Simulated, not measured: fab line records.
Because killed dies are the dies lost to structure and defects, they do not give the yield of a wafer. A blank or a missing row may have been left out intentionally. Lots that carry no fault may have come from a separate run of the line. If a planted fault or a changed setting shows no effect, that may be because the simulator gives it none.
A lot that was struck, set against a sound lot | flow rit-cmos | 15 steps out of a route of 202
Sound: these wafers, L185.2, L185.4, L185.5. Wafers L193.3, L193.4, L193.6 were the ones struck. The cause is given at the end.
At each step with rows: each side's tool, then ch and its chambers, then its first start. Under that, the readings that differ: sound wafers | struck wafers | difference of the means | sigmas: that difference in standard deviations of wafers without a fault.
alike: a reading whose means differ by less than 2 such deviations, as well as words and numbers matching on both sides. not compared: withheld readings; readings where some wafer has no value; bounds like >300 that might hide an equal value; numbers whose values overlap and for which the record gives no deviation.
The two part at a step that has a row with sigmas, a row that says differs or no value, or rows on one side only. Non-overlapping numbers with no deviation appear without sigmas and do not part them. Lack of a reading on every wafer of one side parts them only where that side has two or more wafers.

first, 5 steps without rows for these wafers: RIT_NLDD_COAT_01 (resist thk 1000 nm); RIT_NLDD_SOFTBAKE_02 (time 60 s); RIT_NLDD_EXPOSE_03 (exposes mask M7, target cd 40700 nm); RIT_NLDD_PEB_04; RIT_NLDD_DEVELOP_05 (develop time 50 s).
RIT_NLDD_OVL_MEAS_06:
  sound on overlay-01 at day 4 11:07; struck on overlay-02 at day 5 23:17
  alike: NLDD_OVL
then, 2 steps without rows for these wafers: RIT_NLDD_HARDBAKE_07 (time 60 s); RIT_NLDD_IMPLANT_08.
RIT_NLDD_STRIP_09: strips in O2, time 180 s.
  sound on plasma-asher-01 ch 0,1, day 4 11:26; struck on plasma-asher-01 ch 0,1, day 5 23:40
  alike: drypump-motor-current-A
  not compared: rf-hours-counter-h
RIT_NLDD_TW_MEAS_10:
  sound on film-metro-02 at day 4 11:37; struck on film-metro-03 at day 5 23:49
  alike: NLDD_TW
then, 2 steps without rows for these wafers: RIT_PLDD_HMDS_00 (prime time 60 s); RIT_PLDD_COAT_01 (resist thk 1000 nm).
RIT_PLDD_SOFTBAKE_02: time 60 s.
  sound on litho-track-02 ch 0, day 4 12:00; struck on litho-track-02 ch 0, day 6 00:12
  reading                  | sound             | struck            | difference | sigmas
  heater-power-total-W (W) | 34.60 34.67 34.55 | 35.63 35.55 35.56 | +0.97      | +19
  run-length-s (s)         | 89.22 89.15 88.95 | 83.24 82.97 82.92 | -6.06      | -51
then, 1 step without rows for these wafers: RIT_PLDD_EXPOSE_03 (exposes mask M8, target cd 40900 nm).
RIT_M1_PROBE_99:
  record: rows for the struck wafers here (prober-01, day 6 15:01), none for the sound ones

WHERE THEY PART
Last at RIT_M1_PROBE_99 as far as this record goes, first at RIT_PLDD_SOFTBAKE_02.

WHY: what the simulator had put in
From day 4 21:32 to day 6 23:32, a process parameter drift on litho-track-02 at RIT_PLDD_SOFTBAKE_02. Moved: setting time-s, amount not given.
